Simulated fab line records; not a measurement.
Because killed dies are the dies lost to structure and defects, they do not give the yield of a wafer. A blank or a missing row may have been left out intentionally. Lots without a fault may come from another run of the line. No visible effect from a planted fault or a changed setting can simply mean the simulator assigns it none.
What tool caused it? + flow berkeley cmos170 + 42 wafers from 14 lots sampled at 4 of the route's 331 steps

== WHAT EACH GAUGE READ, for each wafer ==
UCB170_PLDD_CD_MEAS_06 targets a cd of 1200 nm. Usual: cd nm at 1200.3 nm, with a standard deviation of 1.3.
| lot  | measured     | on        | cd nm (nm)           | flag |
|------|--------------|-----------|----------------------|------|
| L374 | day 6 05:23  | cd sem-02 | 1200.5 1199.9 1198.7 |      |
| L375 | day 6 06:02  | cd sem-02 | 1199.5 1199.9 1199.2 |      |
| L377 | day 7 07:49  | cd sem-01 | 1199.6 1200.5 1200.2 |      |
| L379 | day 7 07:54  | cd sem-01 | 1200.6 1201.5 1200.0 |      |
| L380 | day 8 04:25  | cd sem-02 | 1199.9 1199.4 1199.5 |      |
| L383 | day 8 21:53  | cd sem-01 | 1197.2 1198.1 1197.6 |      |
| L385 | day 8 22:01  | cd sem-01 | 1198.7 1200.1 1199.7 |      |
| L392 | day 10 10:22 | cd sem-01 | 1202.1 1202.5 1203.8 |      |
| L393 | day 10 10:44 | cd sem-01 | 1200.3 1202.2 1201.6 |      |
| L396 | day 10 13:17 | cd sem-01 | 1200.1 1200.8 1201.6 |      |
| L394 | day 10 12:22 | cd sem-02 | 1201.9 1202.2 1202.8 |      |
| L395 | day 10 11:08 | cd sem-02 | 1202.9 1200.7 1200.7 |      |

UCB170_V1_OVL_MEAS_13. Usual: V1_OVL gives 0 nm (standard deviation 5.4).
| lot  | measured     | on         | V1_OVL (nm) | flag |
|------|--------------|------------|-------------|------|
| L374 | day 7 11:02  | overlay-01 | 7 10 1      |      |
| L375 | day 7 10:47  | overlay-02 | -2 -4 -7    |      |
| L377 | day 8 11:31  | overlay-02 | -4 -3 -6    |      |
| L379 | day 8 11:15  | overlay-01 | 1 0 -13     |      |
| L380 | day 9 06:47  | overlay-01 | 7 3 0       |      |
| L383 | day 10 02:53 | overlay-01 | -3 0 -2     |      |
| L385 | day 10 02:37 | overlay-02 | 3 2 -4      |      |
| L392 | day 11 23:32 | overlay-01 | -5 2 7      |      |
| L393 | day 11 23:23 | overlay-01 | 2 -4 -3     |      |
| L396 | day 11 23:07 | overlay-01 | -2 -5 -5    |      |
| L394 | day 11 17:47 | overlay-01 | 0 1 -8      |      |
| L395 | day 11 17:51 | overlay-01 | 6 1 13      |      |

== EACH LOT AND THE TOOL THAT RAN IT (in order: tool; ch and the chambers of the sampled wafers; start) ==
| lot  | UCB170_NWELL_STRIP_15               | UCB170_WELLDRIVE_ANNEAL_03   |
|------|-------------------------------------|------------------------------|
| L374 | plasma asher-03 ch 0,1, day 2 12:56 | furnace-03 ch 0, day 3 20:52 |
| L375 | plasma asher-04 ch 0,1, day 2 13:11 | furnace-03 ch 0, day 3 20:52 |
| L377 | plasma asher-03 ch 0,1, day 3 01:46 | furnace-03 ch 0, day 4 12:29 |
| L379 | plasma asher-04 ch 0,1, day 3 21:21 | furnace-03 ch 0, day 5 03:16 |
| L380 | plasma asher-03 ch 0,1, day 4 03:17 | furnace-02 ch 0, day 5 08:10 |
| L382 | plasma asher-01 ch 0,1, day 4 11:14 | furnace-03, day 6 01:13      |
| L383 | plasma asher-01 ch 0,1, day 4 11:25 | furnace-03 ch 0, day 5 21:07 |
| L384 | plasma asher-04 ch 0,1, day 4 14:59 | furnace-03, day 6 01:13      |
| L385 | plasma asher-04 ch 0,1, day 4 19:57 | furnace-03 ch 0, day 6 01:13 |
| L392 | plasma asher-04 ch 0,1, day 6 06:35 | furnace-02 ch 0, day 7 18:51 |
| L393 | plasma asher-04 ch 0,1, day 6 18:29 | furnace-03 ch 0, day 8 05:52 |
| L396 | plasma asher-01 ch 1, day 6 21:28   | furnace-03 ch 0, day 8 05:52 |
| L394 | plasma asher-04 ch 0,1, day 6 21:35 | furnace-03 ch 0, day 8 05:52 |
| L395 | plasma asher-01 ch 0,1, day 6 21:50 | furnace-03 ch 0, day 8 05:52 |
- UCB170_NWELL_STRIP_15: strips in O2.
- UCB170_WELLDRIVE_ANNEAL_03: time 900 s.

== WHAT THE TOOLS THEMSELVES READ (means of the sampled wafers that have a number; where no wafer has one, the mark that the record gives instead) ==
UCB170_NWELL_STRIP_15. Usual: chamber pressure mTorr 3499 mTorr, standard deviation 3.5; drypump motor current A 5.9 A, standard deviation 0.63; oes product au 0.721 a.u., standard deviation 0.0044; strip time to endpoint s 18.02 s, standard deviation 0.083.
| lot  | tool            | chamber pressure mTorr (mTorr) | drypump motor current A (A) | oes product au (a.u.) | strip time to endpoint s (s) | flag |
|------|-----------------|--------------------------------|-----------------------------|-----------------------|------------------------------|------|
| L374 | plasma asher-03 | 3502                           | 5.5                         | 0.722                 | 18.03                        |      |
| L375 | plasma asher-04 | 3497                           | 6.1                         | 0.721                 | 17.99                        |      |
| L377 | plasma asher-03 | 3500                           | 5.5                         | 0.722                 | 18.03                        |      |
| L379 | plasma asher-04 | 3499                           | 6.1                         | 0.721                 | 18.00                        |      |
| L380 | plasma asher-03 | 3500                           | 5.3                         | 0.719                 | 18.03                        |      |
| L382 | plasma asher-01 | 3500                           | 5.9                         | 0.722                 | 18.09                        |      |
| L383 | plasma asher-01 | 3504                           | 6.3                         | 0.719                 | 18.09                        |      |
| L384 | plasma asher-04 | 3497                           | 6.1                         | 0.718                 | 18.02                        |      |
| L385 | plasma asher-04 | 3501                           | 6.1                         | 0.723                 | 18.16                        |      |
| L392 | plasma asher-04 | 3499                           | 5.8                         | 0.723                 | 17.98                        |      |
| L393 | plasma asher-04 | 3499                           | 6.1                         | 0.722                 | 17.91                        |      |
| L396 | plasma asher-01 | 3500                           | 6.8                         | 0.719                 | 18.00                        |      |
| L394 | plasma asher-04 | 3497                           | 6.1                         | 0.716                 | 18.12                        |      |
| L395 | plasma asher-01 | 3497                           | 5.9                         | 0.722                 | 18.05                        |      |

UCB170_WELLDRIVE_ANNEAL_03. Usual: spike tc centre C 1101.7 C, standard deviation 0.94; spike tc load C 1128.8 C, standard deviation 1.5.
| lot  | tool       | spike tc centre C (C) | spike tc load C (C) | flag |
|------|------------|-----------------------|---------------------|------|
| L374 | furnace-03 | 1101.7                | 1128.0              |      |
| L375 | furnace-03 | 1101.8                | 1127.5              |      |
| L377 | furnace-03 | 1102.3                | 1127.6              |      |
| L379 | furnace-03 | 1101.6                | 1128.0              |      |
| L380 | furnace-02 | 1101.2                | 1130.5              |      |
| L382 | furnace-03 | -                     | -                   | OFF  |
| L383 | furnace-03 | 1101.5                | 1128.5              |      |
| L384 | furnace-03 | -                     | -                   | OFF  |
| L385 | furnace-03 | 1102.3                | 1128.5              |      |
| L392 | furnace-02 | 1100.7                | 1130.9              |      |
| L393 | furnace-03 | 1101.3                | 1128.4              |      |
| L396 | furnace-03 | 1102.5                | 1128.0              |      |
| L394 | furnace-03 | 1102.8                | 1128.6              |      |
| L395 | furnace-03 | 1102.3                | 1127.9              |      |

== THE ANSWER, worked out from the rows above alone ==
Rule: a lot counts as off when the mean over its wafers that have a number is more than 3 standard deviations away from the usual mean. A lot without any number at a reading at which 4 lots or more have one is off too. The other lots that the step has rows for count as sound. After the gauges, taken in route order, come the tools' own readings; for these a lot's mean is taken, as printed above. At the first step where some lot is off, the reading lying furthest off is the one used; lots without a number count as furthest.
Off: L382, L384 (UCB170_WELLDRIVE_ANNEAL_03, spike tc centre C). Without a number there: L382, L384.
A tool fits if, at that step or a process step before it, it ran every lot that is off, and no sound lot after the first of them. No candidate that was tried fits.

== WHAT THE SIMULATOR HAD PUT IN ==
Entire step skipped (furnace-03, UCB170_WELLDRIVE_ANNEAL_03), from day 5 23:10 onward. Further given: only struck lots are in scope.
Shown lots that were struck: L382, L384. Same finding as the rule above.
